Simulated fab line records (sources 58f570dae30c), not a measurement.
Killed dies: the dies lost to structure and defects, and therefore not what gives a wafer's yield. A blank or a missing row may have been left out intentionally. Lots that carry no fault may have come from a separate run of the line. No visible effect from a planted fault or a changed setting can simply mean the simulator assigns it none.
Which tool did it? | flow berkeley-cmos170 | 6 lots, 18 wafers sampled, at 2 steps of a route of 331

== WHAT THE GAUGES SHOWED, per wafer ==
UCB170_PVT_TW_MEAS_09.
lot  | measured     | on            | PVT_TW
L950 | day 6 10:25  | film-metro-04 | 503 505 503
L954 | day 7 07:57  | film-metro-04 | 507 503 505
L959 | day 7 20:58  | film-metro-01 | 505 504 507
L966 | day 8 22:40  | film-metro-01 | 510 511 510
L968 | day 10 04:10 | film-metro-03 | 510 513 512
L970 | day 10 04:22 | film-metro-01 | 512 509 510

== TOOL THAT RAN EACH LOT (tool first, then ch and the chambers of the sampled wafers, then the start) ==
lot  | UCB170_PVT_STRIP_08
L950 | plasma-asher-04 ch 0,1, day 6 10:19
L954 | plasma-asher-02 ch 0,1, day 7 07:51
L959 | plasma-asher-01 ch 0,1, day 7 20:51
L966 | plasma-asher-04 ch 0,1, day 8 22:35
L968 | plasma-asher-02 ch 0,1, day 10 04:04
L970 | plasma-asher-01 ch 0,1, day 10 04:15
- UCB170_PVT_STRIP_08: strips in O2.

== THE ANSWER, worked out from the rows above alone ==
Rule: what is usual is taken from the lots themselves. The widest of any qualifying gaps counts: lots, ordered by their means at a reading, are off when they make up no more than a third of the lots, leave a main group of 4 or more, and stand apart from it by 3 or more times the standard deviation of that group's means. If all means in a main group match to the digits the tables above print for the reading, that group is not used. A lot without any number at a reading at which 4 lots or more have one is off too. All remaining lots with rows at the step are treated as sound.
Across all readings shown, no lot is off: no conclusion can be drawn from this.

== WHAT THE SIMULATOR PUT IN ==
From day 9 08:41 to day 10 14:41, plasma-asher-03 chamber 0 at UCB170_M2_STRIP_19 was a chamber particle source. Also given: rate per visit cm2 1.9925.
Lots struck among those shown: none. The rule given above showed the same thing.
